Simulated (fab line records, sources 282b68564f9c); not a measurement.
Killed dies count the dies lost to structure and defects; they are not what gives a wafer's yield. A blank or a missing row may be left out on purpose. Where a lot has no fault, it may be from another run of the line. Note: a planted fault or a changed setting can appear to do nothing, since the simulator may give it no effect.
Struck lot and sound lot, side by side ; flow ritCmos ; 28 steps out of a route of 202
Sound: wafers L612.1, L612.2, L612.5. Wafers L619.2, L619.4, L619.5 were the ones struck. The cause is given at the end.
For every step that has rows: the tool of each side, followed by ch and its chambers, followed by its first start. Under that, the readings that differ: sound wafers ; struck wafers ; difference of the means ; sigmas: that difference in standard deviations of wafers without a fault.
alike: readings whose means differ by less than 2 such deviations, and words and numbers that are the same on both sides. not compared: withheld readings, readings that some wafer has no value for, bounds like >300 that may hide the same value, and numbers for which the record gives no deviation and whose values overlap.
The two part at a step that has a row with sigmas, a row that says differs or no value, or rows on one side only. When numbers do not overlap yet have no deviation, they are printed without sigmas and do not part them. A reading missing from all wafers of one side parts the sides only when that side holds two or more wafers.

RIT_FOX2_THK_MEAS_01:
  struck on filmMetro-02, day 3 20:28; sound on filmMetro-04, day 2 10:35
  alike: FOX2_OXIDE_THK
then, 2 steps without rows for these wafers: RIT_FOX2_CLEAN_02 (cleans in dHF, time 180 s); RIT_FOX2_WET_ETCH_03 (etches Si3N4 in H3PO4, target depth 195 nm, time 2700 s).
RIT_FOX2_THK_MEAS_90:
  struck on filmMetro-04, day 3 21:20; sound on filmMetro-04, day 2 11:28
  alike: FIELD_OXIDE_LEFT_1_THK
then, 6 steps without rows for these wafers: RIT_NWELL_HMDS_00 (prime time 60 s); RIT_NWELL_COAT_01 (resist thk 1300 nm); RIT_NWELL_SOFTBAKE_02 (time 60 s); RIT_NWELL_EXPOSE_03 (exposes mask M2, target cd 43900 nm); RIT_NWELL_PEB_04; RIT_NWELL_DEVELOP_05 (develop time 71.32 s).
RIT_NWELL_OVL_MEAS_06:
  struck on overlay-02, day 3 22:17; sound on overlay-01, day 2 12:24
  alike: NWELL_OVL
then, 1 step without rows for these wafers: RIT_NWELL_HARDBAKE_07 (time 120 s).
RIT_NWELL_IMPLANT_08:
  sound on implanter-02 ch 0, day 2 12:41; struck on implanter-04 ch 0, day 3 22:35
reading;sound;struck;difference;sigmas
doseIonsCm2;5.001e+13 5.005e+13 5.014e+13;3.474e+13 3.474e+13 3.475e+13;-1.532e+13;-99 or more
faradayCurrentUA;156 160 156;112 111 106;-48;-15
RIT_NWELL_STRIP_09: strips in O2, time 180 s.
  sound on plasmaAsher-02 ch 0,1, day 2 12:50; struck on plasmaAsher-03 ch 0, day 3 22:43
reading;sound;struck;difference;sigmas
drypumpMotorCurrentA (A);5.66 5.63 5.66;6.17 6.16 6.18;+0.52;+2
  not compared: rfHoursCounterH
RIT_NWELL_TW_MEAS_10:
  struck on filmMetro-04, day 3 23:07; sound on filmMetro-02, day 2 13:01
reading;sound;struck;difference;sigmas
NWELL_TW;2109 2106 2107;1904 1898 1907;-204;-6
  not compared: hold
then, 5 steps without rows for these wafers: RIT_PWELL_COAT_01 (resist thk 1300 nm); RIT_PWELL_SOFTBAKE_02 (time 60 s); RIT_PWELL_EXPOSE_03 (exposes mask M3, target cd 43700 nm); RIT_PWELL_PEB_04; RIT_PWELL_DEVELOP_05 (develop time 68 s).
RIT_PWELL_OVL_MEAS_06:
  struck on overlay-02, day 4 02:43; sound on overlay-01, day 2 13:59
  alike: PWELL_OVL
then, 2 steps without rows for these wafers: RIT_PWELL_HARDBAKE_07 (time 120 s); RIT_PWELL_IMPLANT_08.
RIT_PWELL_STRIP_09: strips in O2, time 180 s.
  sound on plasmaAsher-02 ch 0,1, day 2 14:25; struck on plasmaAsher-02 ch 0,1, day 4 03:08
  alike: drypumpMotorCurrentA
  not compared: rfHoursCounterH
RIT_PWELL_TW_MEAS_10:
  struck on filmMetro-02, day 4 03:19; sound on filmMetro-04, day 2 14:35
  alike: PWELL_TW
then, 1 step without rows for these wafers: RIT_WELLDRIVE_ANNEAL_00 (time 14700 s).
RIT_WELLDRIVE_RS_MEAS_01: measurement is done with a four-point probe.
  struck on filmMetro-02, day 4 08:53; sound on filmMetro-04, day 2 20:35
reading;sound;struck;difference;sigmas
NWELL_RS (ohm/sq);275.1 274.9 274.2;344.6 344.4 346.9;+70.6;+88
  not compared: hold
RIT_M1_PROBE_99:
  the record holds rows for the sound wafers here (prober-01, day 4 04:17) but none for the struck ones

WHERE THEY PART
First at RIT_NWELL_IMPLANT_08; last, within this record, at RIT_M1_PROBE_99.

WHY: what the simulator had put in
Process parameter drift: implanter-04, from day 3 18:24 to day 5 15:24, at RIT_NWELL_IMPLANT_08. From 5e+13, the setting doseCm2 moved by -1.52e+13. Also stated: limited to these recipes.
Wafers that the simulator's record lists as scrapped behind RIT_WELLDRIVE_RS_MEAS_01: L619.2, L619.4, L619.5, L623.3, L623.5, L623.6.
